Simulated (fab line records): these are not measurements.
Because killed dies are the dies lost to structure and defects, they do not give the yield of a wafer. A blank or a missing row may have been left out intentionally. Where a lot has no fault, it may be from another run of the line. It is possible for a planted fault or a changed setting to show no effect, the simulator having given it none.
One fault seen from 2 desks + flow berkeleyCmos170 + each desk has only its own numbers; what lay behind them comes last

== THE TOOL OWNER'S DESK: lithoTrack-04 ==
The tool's own readings at UCB170_NSD_PEB_04: means of the sampled wafers that have a number, for each lot that ran on this tool. Any lot whose mean is over 4 standard deviations away from the usual mean is out of limits and marked OUT; that distance is given in the brackets.
Columns: A = heaterPowerTotalW at UCB170_NSD_PEB_04, usual 56.80 W; B = plateTempC at UCB170_NSD_PEB_04, usual 130.01 C
| lot  | first seen here | A               | B                |
|------|-----------------|-----------------|------------------|
| L856 | day 8 04:00     | 56.82           | 130.07           |
| L854 | day 8 04:25     | 56.72           | 129.97           |
| L853 | day 8 04:42     | 56.81           | 129.99           |
| L861 | day 9 23:52     | 53.87 (-65) OUT | 124.89 (-34) OUT |
| L864 | day 10 14:58    | 53.81 (-66) OUT | 124.75 (-35) OUT |
This desk finds L861, L864 out of limits, L861 being first, at day 9 23:52 (heaterPowerTotalW at UCB170_NSD_PEB_04). L856, L854, L853: within limits.

== FROM THE METROLOGY DESK ==
What the gauges read, lot by lot, whatever tool the lot ran on: means of the sampled wafers that have a number. Any lot whose mean is over 4 standard deviations away from the usual mean is out of limits and marked OUT; that distance is given in the brackets.
Columns: A = cdNm at UCB170_NSD_CD_MEAS_06, usual 1200.1 nm
| lot  | first seen here | A                |
|------|-----------------|------------------|
| L852 | day 7 11:13     | 1198.0           |
| L856 | day 8 04:26     | 1198.8           |
| L855 | day 8 04:41     | 1198.6           |
| L854 | day 8 04:43     | 1199.2           |
| L853 | day 8 04:58     | 1199.8           |
| L851 | day 8 05:01     | 1200.2           |
| L859 | day 9 10:16     | 1199.3           |
| L861 | day 10 00:08    | 1157.1 (-31) OUT |
| L864 | day 10 15:15    | 1155.4 (-32) OUT |
| L868 | day 11 16:39    | 1200.2           |
| L870 | day 12 01:13    | 1200.7           |
| L871 | day 12 01:56    | 1201.3           |
| L874 | day 12 14:04    | 1200.0           |
| L873 | day 12 14:49    | 1201.4           |
This desk finds L861, L864 out of limits, L861 being first, at day 10 00:08 (cdNm at UCB170_NSD_CD_MEAS_06). L852, L856, L855, L854, L853, L851, L859, L868, L870, L871, L874, L873: within limits.

== BROUGHT TOGETHER ==
The tool owner's desk had the chance to raise an alarm at day 9 23:52 on L861, L864.
Metrology desk: alarm possible at day 10 00:08 on L861, L864.
All the named lots went through UCB170_NSD_PEB_04 on lithoTrack-04.

== WHAT THE SIMULATOR HAD PUT IN ==
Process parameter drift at UCB170_NSD_PEB_04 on lithoTrack-04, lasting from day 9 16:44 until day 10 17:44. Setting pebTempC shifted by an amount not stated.
Lots struck among those shown: L861, L864.
Time in hours from fault onset to the first out-of-limits reading at each desk: tool owner's desk 7, metrology desk 7.
